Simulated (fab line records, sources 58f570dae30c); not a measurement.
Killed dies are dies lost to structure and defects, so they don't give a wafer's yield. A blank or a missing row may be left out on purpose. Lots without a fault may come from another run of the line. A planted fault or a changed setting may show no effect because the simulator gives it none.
A struck lot beside a sound one | flow berkeley_cmos170 | 19 steps out of a route of 331
Sound: wafers L835.2, L835.5, L835.6. Struck: wafers L850.1, L850.3, L850.6. The cause comes at the end.
At each step with rows: each side's tool, then ch and its chambers, then its first start. Under that, the readings that differ: sound wafers | struck wafers | difference of the means | sigmas: that difference in standard deviations of wafers without a fault.
alike: readings whose means differ by less than 2 such deviations, and words and numbers that are the same on both sides. not compared: withheld readings, readings that some wafer has no value for, bounds like >300 that may hide the same value, and numbers for which the record gives no deviation and whose values overlap.
The two part at a step that has a row with sigmas, a row that says differs or no value, or rows on one side only. Numbers that don't overlap but have no deviation are shown without sigmas and don't part them. A reading that every wafer of one side lacks parts them only if that side has two wafers or more.

first, 5 steps without rows for these wafers: UCB170_PSD_COAT_01 (resist thk 900 nm); UCB170_PSD_SOFTBAKE_02 (time 60 s); UCB170_PSD_EXPOSE_03 (exposes mask PSELECT MOD, target cd 1200 nm); UCB170_PSD_PEB_04; UCB170_PSD_DEVELOP_05 (develop time 45 s).
UCB170_PSD_CD_MEAS_06: target cd 1200 nm.
  sound on cd_sem-01, day 7 14:51; struck on cd_sem-01, day 10 12:35
  alike: cd_nm
UCB170_PSD_OVL_MEAS_07:
  sound on overlay-02, day 7 14:58; struck on overlay-02, day 10 12:42
  alike: PSD_OVL
then, 1 step without rows for these wafers: UCB170_PSD_IMPLANT_08.
UCB170_PSD_STRIP_09: strips in O2.
  sound on plasma_asher-03 ch 0,1, day 7 15:08; struck on plasma_asher-02 ch 0,1, day 10 12:53
  alike: drypump_motor_current_A, oes_product_au, strip_time_to_endpoint_s
  not compared: rf_hours_counter_h
UCB170_PSD_TW_MEAS_10:
  sound on film_metro-01, day 7 15:15; struck on film_metro-02, day 10 12:59
  alike: PSD_TW
then, 2 steps without rows for these wafers: UCB170_PSD_CLEAN_11 (cleans in SPM, time 600 s); UCB170_NSD_HMDS_00 (prime time 60 s).
UCB170_NSD_COAT_01: resist thk 900 nm.
  sound on litho_track-02 ch 0, day 7 16:34; struck on litho_track-04, day 10 13:55
  no value came back on the struck wafers for chill_plate_temp_C (C), dispense_pressure_kPa (kPa), spin_speed_rpm (rpm); on the sound wafers chill_plate_temp_C (C) reads 22.97 23.00 23.01
then, 4 steps without rows for these wafers: UCB170_NSD_SOFTBAKE_02 (time 60 s); UCB170_NSD_EXPOSE_03 (exposes mask NSELECT MOD, target cd 1200 nm); UCB170_NSD_PEB_04; UCB170_NSD_DEVELOP_05 (develop time 45 s).
UCB170_NSD_CD_MEAS_06: target cd 1200 nm.
  sound on cd_sem-01, day 7 18:45; struck on cd_sem-02, day 10 15:51
  reading    | sound                | struck | difference                    | sigmas
  cd_nm (nm) | 1200.9 1202.8 1201.4 | - - -  | no value on the struck wafers |
UCB170_NSD_OVL_MEAS_07:
  sound on overlay-01, day 7 18:52; struck on overlay-02, day 10 15:58
  reading      | sound | struck | difference                    | sigmas
  NSD_OVL (nm) | 2 4 2 | - - -  | no value on the struck wafers |

WHERE THEY PART
First at UCB170_NSD_COAT_01; last, within this record, at UCB170_NSD_OVL_MEAS_07.

WHY: what the simulator had put in
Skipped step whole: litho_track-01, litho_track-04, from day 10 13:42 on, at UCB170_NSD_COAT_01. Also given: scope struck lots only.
